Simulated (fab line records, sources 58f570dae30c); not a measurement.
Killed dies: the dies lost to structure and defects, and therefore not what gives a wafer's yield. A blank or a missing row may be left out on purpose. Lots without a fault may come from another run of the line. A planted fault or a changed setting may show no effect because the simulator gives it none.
8D (eight disciplines) problem report, filled in by code | flow berkeley cmos170 | the parts of the form that need people (team, actions taken, sign-off) are left out

1. THE PROBLEM
Wafers without a fault read 100.01 C, standard deviation 0.12; prime temp c at UCB170_M2_HMDS_04 reads a mean of 98.24 C on 6 wafers belonging to 2 lots. Measured from the usual mean, that is -15 standard deviations.
The step: prime time 60 s.
The first sign was on wafer L888.3 at day 10 05:32, on litho track-03. The record holds 42 wafers of 14 lots with a number at this step. The rule behind "out" and "out of limits": a value lying over 4 standard deviations away from the usual mean. The rest of the wafers with a number are treated as sound.

2. WHAT IT IS, WHAT IT ISN'T
question                    | is                     | is not
which readings at this step | prime temp c           | -
which lots                  | L888, L891             | L876, L877, L878, L879, L880, L881, L883, L886, L894, L895, L896, L899
which wafers of those lots  | all that have a number | -
read on which tools         | litho track-03         | litho track-02, litho track-04
when                        | from day 10 05:32      | up to then (24 sound wafers); but 12 sound wafers of L894, L895, L896, L899 came after

3. WHAT RULES OUT EACH SUSPECT
Counting: a tool at any process step up to the reading remains a suspect when it ran all the lots that are out and ran no sound lot after the first of those.
- rtp anneal-02 at UCB170_SDANNEAL_RTA_01 (time 5 s): ruled out as a lasting fault. Sound lots L895, L896, L899 ran on it after its first lot that is out, L888 (day 9 09:35).
- litho track-03 at UCB170_M2_HMDS_04 (prime time 60 s): kept. All lots that are out passed through it, beginning with L888 at day 10 05:32, and no sound lot followed; its final sound lot before that point was L883 at day 8 23:41. Out on those wafers are its own readings of prime temp c.
Left after counting: litho track-03 at UCB170_M2_HMDS_04.

4. THE CAUSE (what the simulator had put in)
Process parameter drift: litho track-03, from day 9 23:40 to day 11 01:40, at UCB170_M2_HMDS_04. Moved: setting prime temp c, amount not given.
The count eliminated every tool but this one.

5. THE CHAIN OF EFFECTS, in route order
One row per reading whose mean, taken over the struck wafers that have a number, lies over 3 standard deviations from the usual. Only readings for which the record gives a usual standard deviation are gone through. hours: the time from each lot's start at the first step in this table that gives one to its start at this step, as a median over the lots. sigmas: the change in usual standard deviations.
hours | step              | reading      | usual    | on struck wafers | change | sigmas
0     | UCB170_M2_HMDS_04 | prime temp c | 100.01 C | 98.24            | -1.77  | -15
Its process steps:
- UCB170_M2_HMDS_04: prime time 60 s.

6. WHAT WOULD HAVE CAUGHT IT SOONER
The fault began at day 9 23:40; the first out-of-limits reading in this record came at day 10 05:32, 6 hours later.
